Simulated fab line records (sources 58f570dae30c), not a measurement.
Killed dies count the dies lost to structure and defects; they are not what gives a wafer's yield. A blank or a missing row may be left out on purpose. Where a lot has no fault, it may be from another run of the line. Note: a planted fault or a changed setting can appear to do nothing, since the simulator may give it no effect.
A single fault, viewed from 2 desks ; flow berkeley_cmos170 ; each desk has only its own numbers; what lay behind them comes last

DESK OF THE TOOL OWNER: implanter-02
The tool's own readings at UCB170_PLDD_IMPLANT_09, given as means over the sampled wafers that have a number, one for each lot that went through this tool. A lot is out of limits, marked OUT, if its mean lies more than 4 standard deviations from the usual mean; the brackets give that distance.
Columns: A = dose_ions_cm2 at UCB170_PLDD_IMPLANT_09, usual 5e+13
lot;first seen here;A
L442;day 7 19:45;5e+13
L444;day 8 19:53;5e+13
L451;day 9 09:31;5e+13 (+23) OUT
L449;day 9 09:53;5e+13 (+21) OUT
Finding of this desk: L449, L451 out of limits; the first was L451 at day 9 09:31, on dose_ions_cm2 at UCB170_PLDD_IMPLANT_09. L442, L444 stayed within limits.

AT THE METROLOGY DESK
What the gauges read, lot by lot, whatever tool the lot ran on: means of the sampled wafers that have a number. A lot is out of limits, marked OUT, if its mean lies more than 4 standard deviations from the usual mean; the brackets give that distance.
Columns: A = PLDD_RS at UCB170_SDANNEAL_RS_MEAS_04, usual 1030.5 ohm/sq
lot;first seen here;A
L440;day 8 08:16;1028.6
L441;day 8 08:16;1032.2
L439;day 8 08:32;1030.2
L442;day 8 08:51;1031.9
L445;day 9 08:11;1032.1
L444;day 9 08:59;1025.5
L451;day 9 23:34;1020.3 (-4.3) OUT
L449;day 9 23:47;1021.8
L450;day 10 00:03;1029.2
L457;day 12 00:47;1028.7
L459;day 12 01:17;1033.1
L461;day 12 01:43;1030.5
L460;day 12 07:47;1034.8
L458;day 12 08:34;1028.4
This desk's finding: out of limits on L451; first on L451, day 9 23:34 (PLDD_RS at UCB170_SDANNEAL_RS_MEAS_04). L440, L441, L439, L442, L445, L444, L449, L450, L457, L459, L461, L460, L458 stayed within limits.

BROUGHT TOGETHER
On L449, L451, at day 9 09:31, an alarm was possible from the tool owner's desk.
On L451, the metrology desk was in a position to raise an alarm at day 9 23:34.
The metrology desk holds a record of L449, inside its limits.
Of the lots named, all ran UCB170_PLDD_IMPLANT_09 on implanter-02.

WHAT THE SIMULATOR HAD PUT IN
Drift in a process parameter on implanter-02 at UCB170_PLDD_IMPLANT_09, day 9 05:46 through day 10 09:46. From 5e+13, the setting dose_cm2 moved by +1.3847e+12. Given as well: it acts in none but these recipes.
Lots struck among those shown: L449, L451.
Delay (hours) between the fault's onset and each desk's first out-of-limits reading: 4 at the tool owner's desk, 18 at the metrology desk.
